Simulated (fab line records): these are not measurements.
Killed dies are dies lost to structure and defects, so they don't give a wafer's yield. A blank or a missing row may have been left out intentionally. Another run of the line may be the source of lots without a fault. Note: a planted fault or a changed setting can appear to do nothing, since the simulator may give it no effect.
A lot that was struck, set against a sound lot	flow berkeleyCmos170	17 steps out of a route of 331
Sound: wafers L531.2, L531.4, L531.6. Wafers L533.1, L533.2, L533.3 were the ones struck. The cause is named last.
At each step with rows: each side's tool, then ch and its chambers, then its first start. Under that, the readings that differ: sound wafers	struck wafers	difference of the means	sigmas: that difference in standard deviations of wafers without a fault.
alike: readings whose means differ by less than 2 such deviations, and words and numbers that are the same on both sides. not compared: withheld readings, readings that some wafer has no value for, bounds like >300 that may hide the same value, and numbers for which the record gives no deviation and whose values overlap.
Wherever a step has rows on one side only, a row that says differs or no value, or a row with sigmas, the two part there. Numbers that don't overlap but have no deviation are shown without sigmas and don't part them. A reading that every wafer of one side lacks parts them only if that side has two wafers or more.

UCB170_NWELL_THK_MEAS_02:
  sound on filmMetro-02, day 2 07:42; struck on filmMetro-04, day 2 19:07
  alike: NWELL_OXIDE_THK
then, 2 steps without rows for these wafers: UCB170_NWELL_ANNEAL_03 (time 900 s); UCB170_NWELL_CVD_04 (deposits Si3N4 from SiH2Cl2/NH3, target thk 224 nm, time 3360 s).
UCB170_NWELL_THK_MEAS_05:
  sound on filmMetro-04, day 2 15:33; struck on filmMetro-04, day 3 02:04
  alike: NWELL_NITRIDE_THK
then, 6 steps without rows for these wafers: UCB170_NWELL_HMDS_06 (prime time 60 s); UCB170_NWELL_COAT_07 (resist thk 900 nm); UCB170_NWELL_SOFTBAKE_08 (time 60 s); UCB170_NWELL_EXPOSE_09 (exposes mask NWELL, target cd 3000 nm); UCB170_NWELL_PEB_10; UCB170_NWELL_DEVELOP_11 (develop time 45 s).
UCB170_NWELL_OVL_MEAS_12:
  sound on overlay-02, day 2 16:35; struck on overlay-02, day 3 03:49
  alike: NWELL_OVL
UCB170_NWELL_ETCH_13: etches Si3N4 in CH3F/Ar/O2, stops on SiO2, target depth 246.4 nm, time 154 s.
  sound on rieDiel-03 ch 1,2,3, day 2 16:37; struck on rieDiel-04 ch 0,2,3, day 3 03:52
  alike: drypumpMotorCurrentA, mfcArSccm, oesProductAu, throttleValvePct
  not compared: rfHoursCounterH
UCB170_NWELL_IMPLANT_14:
  sound on implanter-03 ch 0, day 2 16:44; struck on implanter-02 ch 0, day 3 04:17
  alike: beamEnergyKeV, beamOnS, tiltDeg
UCB170_NWELL_STRIP_15: strips in O2.
  sound on plasmaAsher-02 ch 0,1, day 2 16:52; struck on plasmaAsher-03 ch 0,1, day 3 04:26
  alike: drypumpMotorCurrentA, oesProductAu, stripTimeToEndpointS
  not compared: rfHoursCounterH
UCB170_NWELL_TW_MEAS_16:
  sound on filmMetro-04, day 2 16:59; struck on filmMetro-04, day 3 04:32
reading	sound	struck	difference	sigmas
NWELL_TW	1253 1259 1258	1558 1556 1557	+300	+25
then, 1 step without rows for these wafers: UCB170_NWELL_CLEAN_17 (cleans in SPM, time 600 s).
-- the record jumps here: 6 days lie between the struck wafers' starts before and after (it left off in module NWELL and takes up again in module M3, whose first step shown is number 331 of the route) --
UCB170_M3_PROBE_99:
  rows exist in the record for the struck wafers here (prober-01, day 9 10:24), but not for the sound ones

WHERE THEY PART
First at UCB170_NWELL_TW_MEAS_16; last, within this record, at UCB170_M3_PROBE_99.

WHY: what the simulator had put in
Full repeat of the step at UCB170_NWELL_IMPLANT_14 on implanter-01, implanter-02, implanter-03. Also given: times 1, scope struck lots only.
